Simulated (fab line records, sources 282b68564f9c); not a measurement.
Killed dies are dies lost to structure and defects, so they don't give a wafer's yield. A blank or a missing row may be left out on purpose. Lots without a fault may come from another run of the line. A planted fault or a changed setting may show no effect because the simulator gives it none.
A struck lot beside a sound one | flow rit_cmos | 14 steps out of a route of 202
Sound: wafers L350.4, L350.5, L350.6. Struck: wafers L354.2, L354.3, L354.6. The cause comes at the end.
At each step with rows: each side's tool, then ch and its chambers, then its first start. Under that, the readings that differ: sound wafers | struck wafers | difference of the means | sigmas: that difference in standard deviations of wafers without a fault.
alike: readings whose means differ by less than 2 such deviations, and words and numbers that are the same on both sides. not compared: withheld readings, readings that some wafer has no value for, bounds like >300 that may hide the same value, and numbers for which the record gives no deviation and whose values overlap.
The two part at a step that has a row with sigmas, a row that says differs or no value, or rows on one side only. Numbers that don't overlap but have no deviation are shown without sigmas and don't part them. A reading that every wafer of one side lacks parts them only if that side has two wafers or more.

first, 1 step without rows for these wafers: RIT_ACTIVE_OXIDATION_01 (target thk 46.8 nm, ox time 3360 s).
RIT_ACTIVE_THK_MEAS_02:
  sound on film_metro-03, day 1 12:33; struck on film_metro-03, day 2 08:04
  reading               | sound          | struck         | difference | sigmas
  ACTIVE_OXIDE_THK (nm) | 44.6 44.7 45.0 | 47.4 47.9 48.0 | +3.0       | +3
then, 1 step without rows for these wafers: RIT_ACTIVE_CVD_03 (deposits Si3N4 from SiH2Cl2/NH3, target thk 150 nm, time 1500 s).
RIT_ACTIVE_THK_MEAS_04:
  sound on film_metro-03, day 1 14:01; struck on film_metro-04, day 2 09:32
  alike: ACTIVE_NITRIDE_THK
then, 6 steps without rows for these wafers: RIT_ACTIVE_HMDS_05 (prime time 60 s); RIT_ACTIVE_COAT_06 (resist thk 1000 nm); RIT_ACTIVE_SOFTBAKE_07 (time 60 s); RIT_ACTIVE_EXPOSE_08 (exposes mask M1, target cd 1400 nm); RIT_ACTIVE_PEB_09; RIT_ACTIVE_DEVELOP_10 (develop time 50 s).
RIT_ACTIVE_CD_MEAS_11: target cd 1400 nm.
  sound on cd_sem-01, day 1 15:10; struck on cd_sem-02, day 2 10:28
  alike: cd_nm
then, 1 step without rows for these wafers: RIT_ACTIVE_HARDBAKE_12 (time 60 s).
RIT_ACTIVE_ETCH_13: etches Si3N4 in SF6, stops on SiO2, time 210 s, target depth 210 nm.
  sound on rie_diel-02 ch 0,1,3, day 1 15:23; struck on rie_diel-02 ch 0,2,3, day 2 10:43
  reading                                     | sound             | struck            | difference | sigmas
  oes_product_au (a.u.)                       | 0.825 0.829 0.804 | 0.946 0.949 0.983 | +0.140     | +10
  model.NOVOLAK_of_ACTIVE_COAT_06.thk_nm (nm) | 652.3 657.8 659.8 | 712.6 715.6 711.5 | +56.6      |
  alike: drypump_motor_current_A, throttle_valve_pct
  not compared: rf_hours_counter_h
RIT_ACTIVE_STRIP_14: strips in O2, time 180 s.
  sound on plasma_asher-03 ch 0,1, day 1 15:34; struck on plasma_asher-01 ch 0,1, day 2 10:50
  alike: drypump_motor_current_A, rf_refl_power_W
  not compared: rf_hours_counter_h

WHERE THEY PART
First at RIT_ACTIVE_THK_MEAS_02; last, within this record, at RIT_ACTIVE_ETCH_13. Later steps at which nothing parts them and some readings are alike: RIT_ACTIVE_STRIP_14.

WHY: what the simulator had put in
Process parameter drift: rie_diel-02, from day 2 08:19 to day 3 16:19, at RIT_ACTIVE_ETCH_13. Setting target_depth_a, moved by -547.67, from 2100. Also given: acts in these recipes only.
